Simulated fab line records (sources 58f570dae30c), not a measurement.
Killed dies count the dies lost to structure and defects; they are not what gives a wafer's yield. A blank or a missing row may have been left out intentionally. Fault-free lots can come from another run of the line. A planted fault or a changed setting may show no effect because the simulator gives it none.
A struck lot beside a sound one :: flow berkeley_cmos170 :: 16 steps out of a route of 331
Sound: wafers L825.3, L825.5, L825.6. Wafers L837.1, L837.2, L837.6 were the ones struck. At the end, the cause is stated.
Order at every step that has rows: each side's tool, ch and its chambers, its first start. Under that, the readings that differ: sound wafers :: struck wafers :: difference of the means :: sigmas: that difference in standard deviations of wafers without a fault.
alike: words and numbers the same on both sides, and readings whose means are apart by under 2 such deviations; not compared: readings that were withheld, readings missing a value for some wafer, numbers with overlapping values and no deviation given by the record, and bounds like >300 which may hide the same value.
A row with sigmas, a row that says differs or no value, or rows on one side alone: a step with any of these is where the two part. Non-overlapping numbers with no deviation appear without sigmas and do not part them. Lack of a reading on every wafer of one side parts them only where that side has two or more wafers.

first, 2 steps without rows for these wafers: UCB170_GATE_ANNEAL_03 (time 1800 s); UCB170_GATE_CVD_04 (deposits poly-Si from SiH4, time 1440 s, target thk 214 nm).
UCB170_GATE_THK_MEAS_05:
  sound on film_metro-02 at day 5 19:10; struck on film_metro-02 at day 9 01:11
  alike: GATE_POLY_THK
then, 6 steps without rows for these wafers: UCB170_GATE_COAT_06; UCB170_GATE_COAT_07 (resist thk 900 nm); UCB170_GATE_SOFTBAKE_08 (time 60 s); UCB170_GATE_EXPOSE_09 (exposes mask POLY, target cd 350 nm); UCB170_GATE_PEB_10; UCB170_GATE_DEVELOP_11 (develop time 45 s).
UCB170_GATE_CD_MEAS_12 targets a cd of 350 nm.
  sound on cd_sem-01 at day 5 20:46; struck on cd_sem-01 at day 9 02:56
  alike: cd_nm
UCB170_GATE_OVL_MEAS_13:
  sound on overlay-02 at day 5 20:52; struck on overlay-01 at day 9 03:03
  alike: GATE_OVL
UCB170_GATE_ETCH_14: etches BARC in N2/H2.
  sound on rie_diel-03 ch 0,1,3, day 5 20:53; struck on rie_diel-03 ch 0,2,3, day 9 03:05
  alike: bias_w, chamber_pressure_mTorr, drypump_motor_current_A, oes_product_au, throttle_valve_pct
UCB170_GATE_ETCH_15: etches poly-Si in HBr/Cl2, stops on SiO2, time 56.3 s, target depth 278.2 nm.
  sound on rie_si-02 ch 0,1,3, day 5 20:55; struck on rie_si-02 ch 0,1, day 9 03:08
  no value came back on the struck wafers for any of 5 readings (HBr_flow_sccm (sccm), bias_w (W) and others); on the sound wafers HBr_flow_sccm (sccm) reads 150.3 150.5 150.0
reading: model.KrF_of_GATE_COAT_07.thk_nm (nm)
sound: 782.2 777.4 777.7
struck: 885.4 884.6 885.1
difference: +105.9
sigmas: 
  not compared: rf_hours_counter_h
UCB170_GATE_STRIP_16: strips in O2.
  sound on plasma_asher-04 ch 0,1, day 5 21:00; struck on plasma_asher-04 ch 0,1, day 9 03:11
  alike: drypump_motor_current_A, oes_product_au
  not compared: rf_hours_counter_h
UCB170_GATE_CD_MEAS_90 targets a cd of 350 nm.
  sound on cd_sem-01 at day 5 21:10; struck on cd_sem-02 at day 9 03:17
reading: cd_nm (nm)
sound: 347.6 348.5 348.3
struck: - - -
difference: no value on the struck wafers
sigmas: 
then, 1 step without rows for these wafers: UCB170_GATE_CLEAN_17 (cleans in SPM, time 600 s).

== WHERE THEY PART ==
Earliest at UCB170_GATE_ETCH_15; latest, in this record, at UCB170_GATE_CD_MEAS_90.

WHY: what had been put in by the simulator
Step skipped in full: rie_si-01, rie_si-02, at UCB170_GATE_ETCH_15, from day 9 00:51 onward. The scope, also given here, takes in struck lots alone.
